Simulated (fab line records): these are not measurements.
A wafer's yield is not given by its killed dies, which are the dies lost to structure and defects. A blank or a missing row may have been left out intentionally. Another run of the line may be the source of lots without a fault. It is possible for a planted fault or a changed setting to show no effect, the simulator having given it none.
Chamber matching | flow berkeleyCmos170 | cmp-02 running UCB170_V1_CMP_02: 4 sister chambers
The step polishes SiO2. 8 wafers are shown with their chamber, then 6 later ones without.

== WAFERS PAIRED WITH THEIR CHAMBERS ==
wafer  | chamber | motorCurrentA (A)
L367.1 | 0       | 14.4
L373.2 | 0       | 14.8
L373.3 | 2       | 18.2
L374.3 | 1       | 14.6
L374.4 | 3       | 15.3
L374.5 | 3       | 15.6
L375.4 | 2       | 16.9
L375.5 | 1       | 14.5

== WAFERS WITH NO CHAMBER GIVEN ==
wafer  | motorCurrentA (A)
L375.6 | 14.5
L385.1 | 14.6
L385.2 | 14.9
L385.4 | 18.7
L387.1 | 14.3
L387.3 | 17.8

== CHAMBER TAKEN BY EACH ==
wafer  | from the rows above          | in truth
L375.6 | can't be placed: 1 or 0 or 3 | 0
L385.1 | can't be placed: 0 or 1 or 3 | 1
L385.2 | can't be placed: 0 or 1 or 3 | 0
L385.4 | 2                            | 2
L387.1 | can't be placed: 1 or 0 or 3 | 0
L387.3 | 2                            | 2
Placed correctly: 2 of 6. Cannot be placed on the basis of these rows: 4; the candidates contain the true chamber in 4. 0 placed wrongly.
How it was worked out, from the rows above alone: a wafer's distance from a chamber is the root of the sum, over the readings, of the square of ((its reading less the chamber's mean) divided by the reading's scatter). If the next closest chamber is less than 2 further off than the closest, the wafer can't be placed; otherwise it belongs to the closest. Each chamber's mean is taken over the wafers shown for it. The scatter is the square root of a quotient: the sum, over the shown wafers, of each reading's squared deviation from its chamber's mean, divided by wafers minus chambers.
